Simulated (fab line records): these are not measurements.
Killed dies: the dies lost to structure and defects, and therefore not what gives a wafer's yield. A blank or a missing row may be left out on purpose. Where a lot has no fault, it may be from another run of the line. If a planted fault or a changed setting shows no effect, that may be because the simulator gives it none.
Comparing a struck lot with a sound one || flow ritCmos || 15 steps out of a route of 202
Sound: wafers L484.3, L484.4, L484.6. Struck: wafers L497.1, L497.6 (left out: L497.4, a lot-mate that was not struck); the cause follows at the end.
Each step with rows lists, per side, the tool, then ch with its chambers, then its first start. Under that, the readings that differ: sound wafers || struck wafers || difference of the means || sigmas: that difference in standard deviations of wafers without a fault.
alike: same words and numbers on both sides, and readings whose means sit less than 2 such deviations apart. not compared: any withheld reading, any reading some wafer has no value for, any bound like >300 that may hide the same value, and any number with overlapping values for which the record gives no deviation.
Wherever a step has rows on one side only, a row that says differs or no value, or a row with sigmas, the two part there. Numbers that don't overlap but have no deviation are shown without sigmas and don't part them. Lack of a reading on every wafer of one side parts them only where that side has two or more wafers.

RIT_M1_SPUTTER_00: material Al, target thk 400 nm, time 500 s.
  sound: pvdSputter-04 at day 3 04:26; struck: pvdSputter-01 at day 5 23:04
  alike: substrateTempC, throttleValvePct
RIT_M1_RS_MEAS_01: the measuring method here is four-point-probe.
  sound: filmMetro-03 at day 3 04:46; struck: filmMetro-02 at day 5 23:22
  alike: M1_AL_RS
RIT_M1_THK_MEAS_02: measures by xrf.
  sound: filmMetro-03 at day 3 04:52; struck: filmMetro-02 at day 5 23:29
  alike: M1_AL_THK
then, 6 steps without rows for these wafers: RIT_M1_HMDS_03 (prime time 60 s); RIT_M1_COAT_04 (resist thk 1300 nm); RIT_M1_SOFTBAKE_05 (time 60 s); RIT_M1_EXPOSE_06 (exposes mask M12, target cd 2600 nm); RIT_M1_PEB_07; RIT_M1_DEVELOP_08 (develop time 68.88 s).
RIT_M1_CD_MEAS_09 targets a cd of 2600 nm.
  sound: cdSem-02 at day 3 05:57; struck: cdSem-01 at day 6 00:25
  alike: cdNm
RIT_M1_OVL_MEAS_10:
  sound: overlay-02 at day 3 06:02; struck: overlay-01 at day 6 00:32
  alike: M1_OVL
then, 1 step without rows for these wafers: RIT_M1_HARDBAKE_11 (time 120 s).
RIT_M1_METAL_ETCH_12: etches Al in Cl2/BCl3, stops on SiO2, time 165 s, target depth 600 nm.
  sound on rieMetal-04 ch 0,1, day 3 06:22; struck on rieMetal-03 ch 0, day 6 00:49
  alike: drypumpMotorCurrentA, oesProductAu, throttleValvePct
  not compared: rfHoursCounterH, model.NOVOLAK_of_M1_COAT_04.thkNm
then, 1 step without rows for these wafers: RIT_M1_STRIP_13 (strips in nmp, time 600 s).
RIT_M1_PROBE_99:
  sound: prober-02 at day 3 08:40; struck: prober-01 at day 6 03:08
{"reading": "killedAtContacts", "sound": "0 0 0", "struck": "1 0", "difference": "+0", "sigmas": "+2"}
  alike: defectLimitedYield, killedAtFrontEnd, killedDies, killedOpen, killedShort, sort_bin_3_pad_short, sort_bin_5_function, sort_bin_6_memory, sortNPass, sortYieldPct

WHERE THEY PART
Only at RIT_M1_PROBE_99, within this record.

WHY: what had been put in by the simulator
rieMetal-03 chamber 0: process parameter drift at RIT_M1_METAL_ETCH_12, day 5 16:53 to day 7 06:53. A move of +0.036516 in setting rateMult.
